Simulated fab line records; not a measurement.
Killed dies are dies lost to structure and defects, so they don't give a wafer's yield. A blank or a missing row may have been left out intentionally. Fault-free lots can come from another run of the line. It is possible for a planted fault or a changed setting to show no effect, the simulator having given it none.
Comparing a struck lot with a sound one | flow rit-cmos | 40 steps out of a route of 202
Sound: the wafers L349.1, L349.2, L349.5. The struck wafers were L361.3, L361.4, L361.5. At the end, the cause is stated.
Order at every step that has rows: each side's tool, ch and its chambers, its first start. Under that, the readings that differ: sound wafers | struck wafers | difference of the means | sigmas: that difference in standard deviations of wafers without a fault.
alike: words and numbers the same on both sides, and readings whose means are apart by under 2 such deviations; not compared: readings that were withheld, readings missing a value for some wafer, numbers with overlapping values and no deviation given by the record, and bounds like >300 which may hide the same value.
A row with sigmas, a row that says differs or no value, or rows on one side alone: a step with any of these is where the two part. Numbers that don't overlap but have no deviation are shown without sigmas and don't part them. A reading missing from all wafers of one side parts the sides only when that side holds two or more wafers.

RIT_ACTIVE_BOW_MEAS_00:
  sound: film-metro-02 at day 1 10:00; struck: film-metro-04 at day 3 22:02
  alike: INCOMING_BOW
then, 1 step without rows for these wafers: RIT_ACTIVE_OXIDATION_01 (target thk 46.8 nm, ox time 3288 s).
RIT_ACTIVE_THK_MEAS_02:
  sound: film-metro-03 at day 1 12:04; struck: film-metro-02 at day 4 02:20
  reading               | sound          | struck         | difference | sigmas
  ACTIVE_OXIDE_THK (nm) | 45.0 45.4 44.5 | 46.9 47.5 47.7 | +2.4       | +3
then, 1 step without rows for these wafers: RIT_ACTIVE_CVD_03 (deposits Si3N4 from SiH2Cl2/NH3, target thk 150 nm, time 1500 s).
RIT_ACTIVE_THK_MEAS_04:
  sound: film-metro-04 at day 1 13:32; struck: film-metro-04 at day 4 03:48
  alike: ACTIVE_NITRIDE_THK
then, 5 steps without rows for these wafers: RIT_ACTIVE_HMDS_05 (prime time 60 s); RIT_ACTIVE_COAT_06 (resist thk 1000 nm); RIT_ACTIVE_SOFTBAKE_07 (time 60 s); RIT_ACTIVE_EXPOSE_08 (exposes mask M1, target cd 1400 nm); RIT_ACTIVE_PEB_09.
RIT_ACTIVE_DEVELOP_10: develop time 50 s.
  sound on litho-track-04 ch 0, day 1 14:00; struck on litho-track-04 ch 0, day 4 04:00
  reading              | sound             | struck            | difference | sigmas
  developer-temp-C (C) | 23.05 23.10 23.22 | 25.32 25.17 25.19 | +2.10      | +19
  alike: exhaust-pa
RIT_ACTIVE_CD_MEAS_11 targets a cd of 1400 nm.
  sound: cd-sem-01 at day 1 14:40; struck: cd-sem-02 at day 4 05:01
  reading    | sound                | struck               | difference | sigmas
  cd-nm (nm) | 1400.6 1399.2 1400.7 | 1407.9 1408.0 1408.6 | +8.0       | +3
  not compared: hold
RIT_ACTIVE_ETCH_13: etches Si3N4 in SF6, stops on SiO2, time 210 s, target depth 210 nm.
  sound on rie-diel-01 ch 1,2,3, day 1 14:56; struck on rie-diel-01 ch 0,2,3, day 4 09:05
  alike: drypump-motor-current-A, oes-product-au, throttle-valve-pct
  not compared: rf-hours-counter-h
RIT_ACTIVE_STRIP_14: strips in O2, time 180 s.
  sound on plasma-asher-01 ch 0,1, day 1 15:04; struck on plasma-asher-01 ch 0,1, day 4 09:33
  alike: drypump-motor-current-A
  not compared: rf-hours-counter-h
RIT_ACTIVE_CD_MEAS_90 targets a cd of 1400 nm.
  sound: cd-sem-01 at day 1 15:14; struck: cd-sem-01 at day 4 10:00
  reading    | sound                | struck               | difference | sigmas
  cd-nm (nm) | 1400.9 1399.4 1400.5 | 1407.6 1407.7 1408.5 | +7.7       | +3
  not compared: hold
then, 3 steps without rows for these wafers: RIT_ACTIVE_CLEAN_16 (cleans in dHF, time 30 s); RIT_ACTIVE_CLEAN_17 (cleans in SC2, time 600 s); RIT_FOX1_OXIDATION_00 (target thk 350.7 nm, ox time 1130 s).
RIT_FOX1_THK_MEAS_01:
  sound: film-metro-01 at day 1 17:33; struck: film-metro-01 at day 4 14:22
  alike: FOX1_OXIDE_THK
then, 1 step without rows for these wafers: RIT_FOX1_WET_ETCH_02 (etches SiO2 in BOE, target depth 350 nm, time 390 s).
RIT_FOX2_OXIDATION_00: target thk 350.7 nm, ox time 1130 s.
  sound on furnace-01 ch 0, day 1 17:44; struck on furnace-03 ch 0, day 4 14:58
  alike: zone-power-load-pct
  not compared: model.SiO2_of_FOX2_OXIDATION_00.thk-nm
RIT_FOX2_THK_MEAS_01:
  sound: film-metro-01 at day 1 19:02; struck: film-metro-01 at day 4 16:17
  alike: FOX2_OXIDE_THK
then, 2 steps without rows for these wafers: RIT_FOX2_CLEAN_02 (cleans in dHF, time 180 s); RIT_FOX2_WET_ETCH_03 (etches Si3N4 in H3PO4, target depth 195 nm, time 2700 s).
RIT_FOX2_THK_MEAS_90:
  sound: film-metro-01 at day 1 19:55; struck: film-metro-01 at day 4 17:22
  alike: FIELD_OXIDE_LEFT_1_THK
then, 6 steps without rows for these wafers: RIT_NWELL_HMDS_00 (prime time 60 s); RIT_NWELL_COAT_01 (resist thk 1300 nm); RIT_NWELL_SOFTBAKE_02 (time 60 s); RIT_NWELL_EXPOSE_03 (exposes mask M2, target cd 43900 nm); RIT_NWELL_PEB_04; RIT_NWELL_DEVELOP_05 (develop time 68 s).
RIT_NWELL_OVL_MEAS_06:
  sound: overlay-01 at day 1 20:55; struck: overlay-02 at day 4 19:02
  reading        | sound          | struck      | difference | sigmas
  NWELL_OVL (nm) | -1.2 -2.4 -2.7 | 1.1 0.4 2.5 | +3.4       | +2
then, 2 steps without rows for these wafers: RIT_NWELL_HARDBAKE_07 (time 120 s); RIT_NWELL_IMPLANT_08.
RIT_NWELL_STRIP_09: strips in O2, time 180 s.
  sound on plasma-asher-01 ch 0,1, day 1 21:21; struck on plasma-asher-01 ch 0,1, day 4 19:50
  alike: drypump-motor-current-A
  not compared: rf-hours-counter-h
RIT_NWELL_TW_MEAS_10:
  sound: film-metro-01 at day 1 21:31; struck: film-metro-02 at day 4 19:58
  reading  | sound          | struck         | difference | sigmas
  NWELL_TW | 2072 2091 2085 | 2138 2138 2142 | +57        | +2
then, 2 steps without rows for these wafers: RIT_PWELL_HMDS_00 (prime time 60 s); RIT_PWELL_COAT_01 (resist thk 1300 nm).
RIT_SILICIDE_WET_ETCH_00: etches SiO2 in BOE, target depth 14 nm, time 15 s.
  sound on wet-bench-02 ch 2, day 3 07:19; struck on wet-bench-01 ch 1, day 6 03:29
  not compared: model.SiO2_of_FOX2_OXIDATION_00.thk-nm
RIT_M1_PROBE_99:
  sound: prober-02 at day 3 14:18; struck: prober-02 at day 6 10:25
  alike: killed-at-contacts, killed-at-front-end, killed-dies, killed-open, killed-short

## WHERE THEY PART
First at RIT_ACTIVE_THK_MEAS_02; last, within this record, at RIT_NWELL_TW_MEAS_10. Later steps at which nothing parts them and some readings are alike: RIT_M1_PROBE_99.

WHY: what had been put in by the simulator
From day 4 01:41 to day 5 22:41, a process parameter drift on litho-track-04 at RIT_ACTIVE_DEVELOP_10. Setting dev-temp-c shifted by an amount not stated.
